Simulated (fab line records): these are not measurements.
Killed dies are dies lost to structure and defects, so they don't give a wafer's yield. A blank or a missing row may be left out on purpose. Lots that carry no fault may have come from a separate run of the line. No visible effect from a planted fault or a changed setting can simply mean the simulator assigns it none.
Split-lot trial / flow berkeley_cmos170 / 23 wafers read from 5 lots, route of 331 steps

== ABOUT THE SPLIT ==
At UCB170_M2_COAT_05 (resist thk 900 nm), the setting resist_thk_nm was moved away from the recipe's 900 nm on 7 of the 23 wafers read, by +1.8% to +4.9%. This setting was run at the recipe's value on the other wafers.

The split's own step is where the reading is taken.

== THE READING ==
KrF_of_M2_COAT_05.thk_nm (the simulator's own value, which no gauge read), in nm, at UCB170_M2_COAT_05 (resist thk 900 nm). No usual value for it is given in the file. Average 901.1 nm, standard deviation 2.7 nm, over the 16 wafers here run with the recipe.

wafer=L074.1; tool, chamber at the split=litho_track-03, 0; resist_thk_nm as run, nm=900; against the recipe=recipe; KrF_of_M2_COAT_05.thk_nm, nm=898.9; against lot-mates on the recipe=-
wafer=L074.2; tool, chamber at the split=litho_track-03, 0; resist_thk_nm as run, nm=900; against the recipe=recipe; KrF_of_M2_COAT_05.thk_nm, nm=897.8; against lot-mates on the recipe=-
wafer=L074.3; tool, chamber at the split=litho_track-03, 0; resist_thk_nm as run, nm=900; against the recipe=recipe; KrF_of_M2_COAT_05.thk_nm, nm=895.6; against lot-mates on the recipe=-
wafer=L074.4; tool, chamber at the split=litho_track-03, 0; resist_thk_nm as run, nm=900; against the recipe=recipe; KrF_of_M2_COAT_05.thk_nm, nm=900.8; against lot-mates on the recipe=-
wafer=L074.6; tool, chamber at the split=litho_track-03, 0; resist_thk_nm as run, nm=900; against the recipe=recipe; KrF_of_M2_COAT_05.thk_nm, nm=898.5; against lot-mates on the recipe=-
wafer=L075.1; tool, chamber at the split=litho_track-01, 0; resist_thk_nm as run, nm=944; against the recipe=+4.9%; KrF_of_M2_COAT_05.thk_nm, nm=948; against lot-mates on the recipe=+44.6
wafer=L075.2; tool, chamber at the split=litho_track-01, 0; resist_thk_nm as run, nm=900; against the recipe=recipe; KrF_of_M2_COAT_05.thk_nm, nm=903.4; against lot-mates on the recipe=-
wafer=L075.3; tool, chamber at the split=litho_track-01, 0; resist_thk_nm as run, nm=900; against the recipe=recipe; KrF_of_M2_COAT_05.thk_nm, nm=903.6; against lot-mates on the recipe=-
wafer=L075.4; tool, chamber at the split=litho_track-01, 0; resist_thk_nm as run, nm=900; against the recipe=recipe; KrF_of_M2_COAT_05.thk_nm, nm=903.2; against lot-mates on the recipe=-
wafer=L075.5; tool, chamber at the split=litho_track-01, 0; resist_thk_nm as run, nm=944; against the recipe=+4.9%; KrF_of_M2_COAT_05.thk_nm, nm=949.2; against lot-mates on the recipe=+45.8
wafer=L076.1; tool, chamber at the split=litho_track-03, 0; resist_thk_nm as run, nm=916.1; against the recipe=+1.8%; KrF_of_M2_COAT_05.thk_nm, nm=916.7; against lot-mates on the recipe=+14.4
wafer=L076.3; tool, chamber at the split=litho_track-03, 0; resist_thk_nm as run, nm=916.1; against the recipe=+1.8%; KrF_of_M2_COAT_05.thk_nm, nm=917.3; against lot-mates on the recipe=+15.0
wafer=L076.4; tool, chamber at the split=litho_track-03, 0; resist_thk_nm as run, nm=900; against the recipe=recipe; KrF_of_M2_COAT_05.thk_nm, nm=903.3; against lot-mates on the recipe=-
wafer=L076.5; tool, chamber at the split=litho_track-03, 0; resist_thk_nm as run, nm=916.1; against the recipe=+1.8%; KrF_of_M2_COAT_05.thk_nm, nm=913.8; against lot-mates on the recipe=+11.5
wafer=L076.6; tool, chamber at the split=litho_track-03, 0; resist_thk_nm as run, nm=900; against the recipe=recipe; KrF_of_M2_COAT_05.thk_nm, nm=901.3; against lot-mates on the recipe=-
wafer=L082.1; tool, chamber at the split=litho_track-01, 0; resist_thk_nm as run, nm=900; against the recipe=recipe; KrF_of_M2_COAT_05.thk_nm, nm=898; against lot-mates on the recipe=-
wafer=L082.3; tool, chamber at the split=litho_track-01, 0; resist_thk_nm as run, nm=900; against the recipe=recipe; KrF_of_M2_COAT_05.thk_nm, nm=900.2; against lot-mates on the recipe=-
wafer=L082.5; tool, chamber at the split=litho_track-01, 0; resist_thk_nm as run, nm=900; against the recipe=recipe; KrF_of_M2_COAT_05.thk_nm, nm=900.8; against lot-mates on the recipe=-
wafer=L083.2; tool, chamber at the split=litho_track-03, 0; resist_thk_nm as run, nm=900; against the recipe=recipe; KrF_of_M2_COAT_05.thk_nm, nm=901.9; against lot-mates on the recipe=-
wafer=L083.3; tool, chamber at the split=litho_track-03, 0; resist_thk_nm as run, nm=900; against the recipe=recipe; KrF_of_M2_COAT_05.thk_nm, nm=904.4; against lot-mates on the recipe=-
wafer=L083.4; tool, chamber at the split=litho_track-03, 0; resist_thk_nm as run, nm=940.9; against the recipe=+4.5%; KrF_of_M2_COAT_05.thk_nm, nm=944.4; against lot-mates on the recipe=+40.4
wafer=L083.5; tool, chamber at the split=litho_track-03, 0; resist_thk_nm as run, nm=900; against the recipe=recipe; KrF_of_M2_COAT_05.thk_nm, nm=905.8; against lot-mates on the recipe=-
wafer=L083.6; tool, chamber at the split=litho_track-03, 0; resist_thk_nm as run, nm=940.9; against the recipe=+4.5%; KrF_of_M2_COAT_05.thk_nm, nm=943.8; against lot-mates on the recipe=+39.8

FIT RESULTS
A straight line over all 23 wafers: KrF_of_M2_COAT_05.thk_nm changes by +9.53 nm for each +1% of resist_thk_nm; r = +0.99; the points scatter about the line by 2.6 nm.
The same after taking each lot's own level away (the mean of its wafers on the recipe; 23 wafers): +8.97 nm for each +1%; r = +1.00; scatter 1.6 nm.
That fit puts the effect of the largest move of resist_thk_nm on the reading at 44 nm.
The lots' own levels span 898.32 to 904.03 nm, that is 2.1 times the standard deviation above.
So the lot-to-lot level changes the slope little: the two slopes agree.
Check: for one of the wafers moved furthest among these (+4.9%), held out of the fit, the line's prediction against its lot-mates is +43.3 nm. It came out at +44.6 nm against them.

== THE WHOLE CHAIN: every reading that the file lists as answering this split, in the file's order ==
step=UCB170_M2_COAT_05; what it does=resist thk 900 nm; reading=KrF_of_M2_COAT_05.thk_nm (the simulator's own value, which no gauge read); change (the file's fit)=+8.95 nm for each +1% of the setting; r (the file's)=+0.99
step=UCB170_M2_STRIP_07; what it does=strips in O2; reading=strip_time_to_endpoint_s; change (the file's fit)=withheld for each +1% of the setting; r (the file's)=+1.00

== FILE'S OWN FIT ==
KrF_of_M2_COAT_05.thk_nm changes by +8.95 nm for each +1% of resist_thk_nm, r = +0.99.
